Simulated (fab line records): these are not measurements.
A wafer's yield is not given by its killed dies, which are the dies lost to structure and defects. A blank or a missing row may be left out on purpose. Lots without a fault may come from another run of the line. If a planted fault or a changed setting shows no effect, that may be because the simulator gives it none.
2 desks looking at one fault    flow berkeley_cmos170    numbers are kept per desk, each desk with only its own; the story behind them comes last

## METROLOGY DESK
What the gauges read, lot by lot, whatever tool the lot ran on: means of the sampled wafers that have a number. A lot is out of limits, marked OUT, if its mean lies more than 4 standard deviations from the usual mean; the brackets give that distance.
Columns: A = NVT_TW at UCB170_NVT_TW_MEAS_09, usual 521; B = PVT_TW at UCB170_PVT_TW_MEAS_09, usual 503
lot   first seen here  A    B
L565  day 6 08:01      517  498
L567  day 6 16:48      517  508
L568  day 6 16:56      524  500
L566  day 6 17:01      520  503
L571  day 7 09:23      515  470 (-9.6) OUT
L570  day 7 09:55      526  464 (-11) OUT
L579  day 9 08:23      521  503
L578  day 9 08:41      523  506
L582  day 9 22:48      520  502
L583  day 9 23:04      522  500
L584  day 10 10:56     517  500
L585  day 10 11:01     523  502
L587  day 10 18:40     524  501
L588  day 11 12:29     515  509
This desk finds L570, L571 out of limits, with the earliest case on L571 at day 7 11:47 (PVT_TW at UCB170_PVT_TW_MEAS_09). L565, L567, L568, L566, L579, L578, L582, L583, L584, L585, L587, L588: within limits.

## THE TOOL OWNER'S DESK: implanter-01
For each lot that ran on this tool, the mean over its sampled wafers that have a number, from the tool's own readings at UCB170_PVT_IMPLANT_07. A lot is out of limits, marked OUT, if its mean lies more than 4 standard deviations from the usual mean; the brackets give that distance.
Columns: A = dose_ions_cm2 at UCB170_PVT_IMPLANT_07, usual 1.9996e+12; B = faraday_current_uA at UCB170_PVT_IMPLANT_07, usual 6.34
lot   first seen here  A                             B
L565  day 6 10:55      2.0004e+12                    6.30
L568  day 6 18:59      1.9965e+12                    6.33
L566  day 6 19:17      1.9987e+12                    6.42
L571  day 7 11:34      1.5610e+12 (-99 or more) OUT  4.94 (-11) OUT
L570  day 7 12:20      1.5602e+12 (-99 or more) OUT  4.85 (-11) OUT
L584  day 10 12:56     1.9976e+12                    6.44
This desk's finding: out of limits on L570, L571; first on L571, day 7 11:34 (dose_ions_cm2 at UCB170_PVT_IMPLANT_07). L565, L568, L566, L584: within limits.

## TAKEN TOGETHER
An alarm could have come from the tool owner's desk at day 7 11:34, on L570, L571.
L570, L571 would have let the metrology desk raise an alarm at day 7 11:47.
All the named lots went through UCB170_PVT_IMPLANT_07 on implanter-01.

## WHAT THE SIMULATOR PUT IN
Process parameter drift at UCB170_PVT_IMPLANT_07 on implanter-01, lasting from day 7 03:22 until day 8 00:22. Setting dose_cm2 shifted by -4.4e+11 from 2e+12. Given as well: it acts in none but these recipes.
Lots struck among those shown: L570, L571.
Fault start to first reading out of limits, in hours, per desk: tool owner, 8; metrology, 8.
